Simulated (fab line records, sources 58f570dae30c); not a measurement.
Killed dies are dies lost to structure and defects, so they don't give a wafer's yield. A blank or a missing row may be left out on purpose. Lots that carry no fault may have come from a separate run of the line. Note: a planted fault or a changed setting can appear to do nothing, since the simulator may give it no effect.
Check for tools in common / flow berkeley_cmos170 / Lots sampled 14, wafers sampled 42

== REASON IT WAS OPENED ==
Of 14 lots, 2 have the reading NLDD_RS flagged at UCB170_SDANNEAL_RS_MEAS_05. Wafers without a fault read 616.7 ohm/sq, standard deviation 1.7.
Rule: flag the lot when none of its wafers has a number, or when each of its wafers that has one lies beyond 4 standard deviations from that mean. All remaining lots are regarded as sound.

lot=L316; measured=day 8 20:07; on=film_metro-02; NLDD_RS (ohm/sq), wafer by wafer=616.4 615.8 615.7; flag=
lot=L319; measured=day 8 20:38; on=film_metro-04; NLDD_RS (ohm/sq), wafer by wafer=616.3 616.5 615.4; flag=
lot=L317; measured=day 8 20:39; on=film_metro-02; NLDD_RS (ohm/sq), wafer by wafer=614.5 615.3 614.6; flag=
lot=L318; measured=day 8 21:11; on=film_metro-02; NLDD_RS (ohm/sq), wafer by wafer=614.8 615.8 614.4; flag=
lot=L321; measured=day 9 08:58; on=film_metro-03; NLDD_RS (ohm/sq), wafer by wafer=619.0 618.9 618.1; flag=
lot=L320; measured=day 9 09:38; on=film_metro-04; NLDD_RS (ohm/sq), wafer by wafer=616.7 616.6 617.5; flag=
lot=L322; measured=day 9 10:01; on=film_metro-03; NLDD_RS (ohm/sq), wafer by wafer=615.1 615.8 615.0; flag=
lot=L323; measured=day 10 03:10; on=film_metro-03; NLDD_RS (ohm/sq), wafer by wafer=618.3 618.4 617.8; flag=
lot=L324; measured=day 10 03:26; on=film_metro-02; NLDD_RS (ohm/sq), wafer by wafer=614.1 614.2 614.0; flag=
lot=L326; measured=day 10 20:11; on=film_metro-03; NLDD_RS (ohm/sq), wafer by wafer=614.9 614.3 613.2; flag=
lot=L328; measured=day 10 20:49; on=film_metro-02; NLDD_RS (ohm/sq), wafer by wafer=617.4 619.3 617.6; flag=
lot=L329; measured=day 11 06:18; on=film_metro-04; NLDD_RS (ohm/sq), wafer by wafer=630.9 633.3 630.7; flag=FLAGGED
lot=L333; measured=day 12 01:19; on=film_metro-03; NLDD_RS (ohm/sq), wafer by wafer=628.3 628.7 628.6; flag=FLAGGED
lot=L337; measured=day 12 19:05; on=film_metro-02; NLDD_RS (ohm/sq), wafer by wafer=616.3 616.7 616.3; flag=
The numbers of the flagged lots are 630.1 ohm/sq on average: +13.4 ohm/sq against the usual, or +8 standard deviations.

== WHICH TOOL RAN EACH LOT ==
Before the reading, the record contains 3 process steps out of a 331-step route. Each cell gives the tool, then ch followed by the chambers the sampled wafers passed through, then the start.
lot=L316; flag=; UCB170_NLDD_IMPLANT_09=implanter-01 ch 0, day 8 06:50; UCB170_BACKSIDE_STRIP_03=plasma_asher-03 ch 0,1, day 8 19:14; UCB170_SDANNEAL_RTA_00=rtp_anneal-02 ch 0, day 8 19:37
lot=L319; flag=; UCB170_NLDD_IMPLANT_09=implanter-02 ch 0, day 8 06:13; UCB170_BACKSIDE_STRIP_03=plasma_asher-04 ch 0,1, day 8 19:35; UCB170_SDANNEAL_RTA_00=rtp_anneal-01 ch 0, day 8 20:09
lot=L317; flag=; UCB170_NLDD_IMPLANT_09=implanter-02 ch 0, day 8 07:41; UCB170_BACKSIDE_STRIP_03=plasma_asher-01 ch 0, day 8 19:41; UCB170_SDANNEAL_RTA_00=rtp_anneal-02 ch 0, day 8 20:10
lot=L318; flag=; UCB170_NLDD_IMPLANT_09=implanter-03 ch 0, day 8 07:58; UCB170_BACKSIDE_STRIP_03=plasma_asher-03 ch 0, day 8 20:08; UCB170_SDANNEAL_RTA_00=rtp_anneal-02 ch 0, day 8 20:42
lot=L321; flag=; UCB170_NLDD_IMPLANT_09=implanter-01 ch 0, day 8 19:20; UCB170_BACKSIDE_STRIP_03=plasma_asher-01 ch 0,1, day 9 08:13; UCB170_SDANNEAL_RTA_00=rtp_anneal-01 ch 0, day 9 08:29
lot=L320; flag=; UCB170_NLDD_IMPLANT_09=implanter-03 ch 0, day 8 19:33; UCB170_BACKSIDE_STRIP_03=plasma_asher-01 ch 0,1, day 9 08:51; UCB170_SDANNEAL_RTA_00=rtp_anneal-02 ch 0, day 9 09:08
lot=L322; flag=; UCB170_NLDD_IMPLANT_09=implanter-02 ch 0, day 8 19:13; UCB170_BACKSIDE_STRIP_03=plasma_asher-01 ch 0,1, day 9 09:15; UCB170_SDANNEAL_RTA_00=rtp_anneal-02 ch 0, day 9 09:31
lot=L323; flag=; UCB170_NLDD_IMPLANT_09=implanter-01 ch 0, day 9 14:50; UCB170_BACKSIDE_STRIP_03=plasma_asher-01 ch 0,1, day 10 02:22; UCB170_SDANNEAL_RTA_00=rtp_anneal-02 ch 0, day 10 02:40
lot=L324; flag=; UCB170_NLDD_IMPLANT_09=implanter-03 ch 0, day 9 14:56; UCB170_BACKSIDE_STRIP_03=plasma_asher-03 ch 0,1, day 10 02:39; UCB170_SDANNEAL_RTA_00=rtp_anneal-01 ch 0, day 10 02:56
lot=L326; flag=; UCB170_NLDD_IMPLANT_09=implanter-01 ch 0, day 10 05:04; UCB170_BACKSIDE_STRIP_03=plasma_asher-04 ch 0, day 10 19:25; UCB170_SDANNEAL_RTA_00=rtp_anneal-01 ch 0, day 10 19:42
lot=L328; flag=; UCB170_NLDD_IMPLANT_09=implanter-01 ch 0, day 10 03:40; UCB170_BACKSIDE_STRIP_03=plasma_asher-03 ch 0,1, day 10 19:52; UCB170_SDANNEAL_RTA_00=rtp_anneal-01 ch 0, day 10 20:19
lot=L329; flag=FLAGGED; UCB170_NLDD_IMPLANT_09=implanter-02 ch 0, day 10 18:32; UCB170_BACKSIDE_STRIP_03=plasma_asher-03 ch 0,1, day 11 04:53; UCB170_SDANNEAL_RTA_00=rtp_anneal-02 ch 0, day 11 05:49
lot=L333; flag=FLAGGED; UCB170_NLDD_IMPLANT_09=implanter-02 ch 0, day 11 10:39; UCB170_BACKSIDE_STRIP_03=plasma_asher-01 ch 0,1, day 12 00:31; UCB170_SDANNEAL_RTA_00=rtp_anneal-02 ch 0, day 12 00:49
lot=L337; flag=; UCB170_NLDD_IMPLANT_09=implanter-03 ch 0, day 12 06:52; UCB170_BACKSIDE_STRIP_03=plasma_asher-03 ch 0,1, day 12 17:29; UCB170_SDANNEAL_RTA_00=rtp_anneal-02 ch 0, day 12 18:14
What these steps do:
- UCB170_NLDD_IMPLANT_09
- UCB170_BACKSIDE_STRIP_03: strips in O2.
- UCB170_SDANNEAL_RTA_00: time 10 s.
- UCB170_SDANNEAL_RS_MEAS_05: measures by four-point-probe.

== FLAGGED AGAINST TOTAL, ONE TOOL AT A TIME (gauges that did the reading follow at the end) ==
step=UCB170_NLDD_IMPLANT_09; tool=implanter-01; lots run=5; flagged=0; share of the flagged lots=none; sound lots run after its first flagged lot=-
step=UCB170_NLDD_IMPLANT_09; tool=implanter-02; lots run=5; flagged=2; share of the flagged lots=all; sound lots run after its first flagged lot=0
step=UCB170_NLDD_IMPLANT_09; tool=implanter-03; lots run=4; flagged=0; share of the flagged lots=none; sound lots run after its first flagged lot=-
step=UCB170_BACKSIDE_STRIP_03; tool=plasma_asher-01; lots run=6; flagged=1; share of the flagged lots=some; sound lots run after its first flagged lot=0
step=UCB170_BACKSIDE_STRIP_03; tool=plasma_asher-03; lots run=6; flagged=1; share of the flagged lots=some; sound lots run after its first flagged lot=1 (L337)
step=UCB170_BACKSIDE_STRIP_03; tool=plasma_asher-04; lots run=2; flagged=0; share of the flagged lots=none; sound lots run after its first flagged lot=-
step=UCB170_SDANNEAL_RTA_00; tool=rtp_anneal-01; lots run=5; flagged=0; share of the flagged lots=none; sound lots run after its first flagged lot=-
step=UCB170_SDANNEAL_RTA_00; tool=rtp_anneal-02; lots run=9; flagged=2; share of the flagged lots=all; sound lots run after its first flagged lot=1 (L337)
step=UCB170_SDANNEAL_RS_MEAS_05; tool=film_metro-02; lots run=6; flagged=0; share of the flagged lots=none; sound lots run after its first flagged lot=-
step=UCB170_SDANNEAL_RS_MEAS_05; tool=film_metro-03; lots run=5; flagged=1; share of the flagged lots=some; sound lots run after its first flagged lot=0
step=UCB170_SDANNEAL_RS_MEAS_05; tool=film_metro-04; lots run=3; flagged=1; share of the flagged lots=some; sound lots run after its first flagged lot=0

== WHAT THE TABLE ALLOWS ==
2 rows of the table ran every flagged lot: implanter-02 at UCB170_NLDD_IMPLANT_09, rtp_anneal-02 at UCB170_SDANNEAL_RTA_00.
- implanter-02 at UCB170_NLDD_IMPLANT_09: 2 of its 5 lots flagged. Last sound lot L322 at day 8 19:13, first flagged lot L329 at day 10 18:32; a fault beginning in between fits.
- rtp_anneal-02 at UCB170_SDANNEAL_RTA_00: 2 of its 9 lots flagged. After the first flagged lot (L337), sound lots still ran on it; a lasting fault on the whole tool would not permit that.
One tool is left: implanter-02 at UCB170_NLDD_IMPLANT_09.

== WHAT WAS PUT IN BY THE SIMULATOR ==
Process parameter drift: implanter-02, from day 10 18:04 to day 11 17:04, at UCB170_NLDD_IMPLANT_09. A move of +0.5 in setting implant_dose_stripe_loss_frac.
Lots struck among those shown: L329, L333. Same finding as the rule above.
